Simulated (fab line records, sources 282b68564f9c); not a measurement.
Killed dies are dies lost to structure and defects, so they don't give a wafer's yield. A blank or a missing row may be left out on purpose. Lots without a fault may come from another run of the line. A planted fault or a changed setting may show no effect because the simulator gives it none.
Problem report in the 8D (eight disciplines) form, filled by code | flow rit_cmos | the parts of the form that need people (team, actions taken, sign-off) are left out

1. THE PROBLEM
cd_nm at RIT_GATE_CD_MEAS_16 reads a mean of 237.3 nm on 6 wafers of 2 lots; wafers without a fault read 151.5 nm with a standard deviation of 2. That is +43 standard deviations from the usual mean.
The step: target cd 150 nm.
First seen on wafer L120.2, day 7 00:32, on cd_sem-02. The record holds 42 wafers of 14 lots with a number at this step. Rule for "out", or "out of limits": more than 4 standard deviations from the usual mean. The other wafers with a number count as sound.

2. WHAT IT IS AND WHAT IT IS NOT
question                    | is                     | is not
which readings at this step | cd_nm                  | -
which lots                  | L120, L121             | L101, L102, L103, L104, L105, L106, L107, L108, L109, L112, L113, L999
which wafers of those lots  | all that have a number | -
read on which gauges        | cd_sem-01, cd_sem-02   | -
when                        | from day 7 00:32       | up to then (36 sound wafers)

3. SUSPECTS, AND WHAT RULES EACH OUT
Counting: a tool at a process step up to the reading stays a suspect if it ran every lot that is out and no sound lot after the first of them.
- the gauge at RIT_GATE_CD_MEAS_16: ruled out. The wafers that are out were read on 2 gauges (cd_sem-01, cd_sem-02).
- iline_stepper-01 at RIT_GATE_EXPOSE_13 (exposes mask M6, target cd 150 nm): kept. It ran every lot that is out, first L120 (day 7 00:08), and no sound lot after that; its last sound lot up to then is L107 (day 4 09:40). Its own readings are out on those wafers: exposure_dose_mJ_cm2.
Left after counting: iline_stepper-01 at RIT_GATE_EXPOSE_13.

4. THE CAUSE (what the simulator had put in)
Process parameter drift: iline_stepper-01, from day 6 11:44 on, at RIT_GATE_EXPOSE_13. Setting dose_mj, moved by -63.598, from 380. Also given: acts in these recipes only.
Counting left only this tool.

5. THE CHAIN OF EFFECTS, in route order
Each row: a reading whose mean over the struck wafers that have a number lies more than 3 standard deviations from the usual. Only readings for which the record gives a usual standard deviation are gone through. hours: the time from each lot's start at the first step in this table that gives one to its start at this step, as a median over the lots. sigmas: the change in usual standard deviations.
hours | step                | reading              | usual    | on struck wafers | change | sigmas
0     | RIT_GATE_EXPOSE_13  | exposure_dose_mJ_cm2 | 379.9    | 322.6            | -57.3  | -99 or more
0     | RIT_GATE_CD_MEAS_16 | cd_nm                | 151.5 nm | 237.3            | +85.8  | +43
22    | RIT_M1_PROBE_99     | killed_at_front_end  | 6.6      | 264.0            | +257.4 | +86
22    | RIT_M1_PROBE_99     | killed_dies          | 6.6      | 264.0            | +257.4 | +86
22    | RIT_M1_PROBE_99     | killed_on_rim        | 1.8      | 70.0             | +68.2  | +49
The process steps in it:
- RIT_GATE_EXPOSE_13: exposes mask M6, target cd 150 nm.
- RIT_M1_PROBE_99

6. WHAT WOULD HAVE CAUGHT IT SOONER
In this record the first reading out of limits at a measuring or inspecting step was taken at day 7 00:32, 13 hours after the fault began at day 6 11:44.
The tool's own readings at RIT_GATE_EXPOSE_13 were out on every struck wafer that the step has a row for (exposure_dose_mJ_cm2): an alarm limit on them would have fired on the first of those.
Of the lots that are out (2), L121 began RIT_GATE_EXPOSE_13 on iline_stepper-01 after day 7 00:32. A hold on the tool at that time would have spared it.
